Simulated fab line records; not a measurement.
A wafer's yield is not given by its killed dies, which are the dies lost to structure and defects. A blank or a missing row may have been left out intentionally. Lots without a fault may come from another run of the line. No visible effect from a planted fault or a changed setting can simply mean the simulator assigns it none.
Code-filled problem report in 8D (eight disciplines) form + flow berkeley_cmos170 + the parts of the form that need people (team, actions taken, sign-off) are left out

## 1. WHAT WENT WRONG
At UCB170_WELLDRIVE_OXIDATION_01, spike_tc_centre_C averages 1131.5 C over 6 wafers from 2 lots, while fault-free wafers read 1102.8 C, standard deviation 1.2. Relative to the usual mean, that is a shift of +24 standard deviations.
The step: target thk 199 nm, ox time 9000 s.
First observed at day 6 08:41: wafer L332.3, on furnace-01. The record has a number at this step for 18 wafers belonging to 6 lots. Rule for "out" (also "out of limits"): further than 4 standard deviations from the usual mean. Any other wafer with a number is counted as sound.

## 2. WHAT IT IS; WHAT IT IS NOT
| question                    | is                                       | is not                                                                   |
|-----------------------------|------------------------------------------|--------------------------------------------------------------------------|
| which readings at this step | spike_tc_centre_C, zone_power_centre_pct | -                                                                        |
| which lots                  | L332, L336                               | L326, L329, L333, L335                                                   |
| which wafers of those lots  | all that have a number                   | -                                                                        |
| read on which tools         | furnace-01                               | furnace-04                                                               |
| when                        | from day 6 08:41                         | up to then (6 sound wafers); but 6 sound wafers of L333, L335 came after |

## 3. WHAT RULES OUT EACH SUSPECT
Counting: a tool at any process step up to the reading remains a suspect when it ran all the lots that are out and ran no sound lot after the first of those.
- furnace-01 at UCB170_WELLDRIVE_OXIDATION_01 (target thk 199 nm, ox time 9000 s): kept. It ran every lot that is out, first L332 (day 6 08:41), and no sound lot after that; its last sound lot up to then is L329 (day 5 17:55). Its own readings are out on those wafers: spike_tc_centre_C, zone_power_centre_pct.
After counting, what remains is furnace-01 at UCB170_WELLDRIVE_OXIDATION_01.

## 4. THE CAUSE (what the simulator had put in)
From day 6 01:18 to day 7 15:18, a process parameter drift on furnace-01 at UCB170_WELLDRIVE_OXIDATION_01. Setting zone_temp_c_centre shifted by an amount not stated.
This tool alone remained once counting was done.

## 5. THE EFFECT CHAIN, in route order
Rows list readings where the struck wafers' mean (over those with a number) sits beyond 3 standard deviations from the usual. Scope: only readings with a usual standard deviation given in the record; hours: median across lots of the time from each lot's start at the first step in this table that gives one to its start at this step; sigmas: change in usual standard deviations.
| hours | step                          | reading               | usual    | on struck wafers | change | sigmas |
|-------|-------------------------------|-----------------------|----------|------------------|--------|--------|
| 0     | UCB170_WELLDRIVE_OXIDATION_01 | spike_tc_centre_C     | 1102.8 C | 1131.5           | +28.7  | +24    |
| 0     | UCB170_WELLDRIVE_OXIDATION_01 | zone_power_centre_pct | 53.3 %   | 65.5             | +12.2  | +6.1   |
It contains these process steps:
- UCB170_WELLDRIVE_OXIDATION_01: target thk 199 nm, ox time 9000 s.
At these later measuring or inspecting steps, every struck wafer for which the step has a row has a number for every such reading, and none has moved that far: UCB170_WELLDRIVE_THK_MEAS_02.

## 6. WHAT WOULD HAVE CAUGHT IT SOONER
7 hours passed between the start of the fault at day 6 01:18 and the first reading out of limits in this record, taken at day 6 08:41.
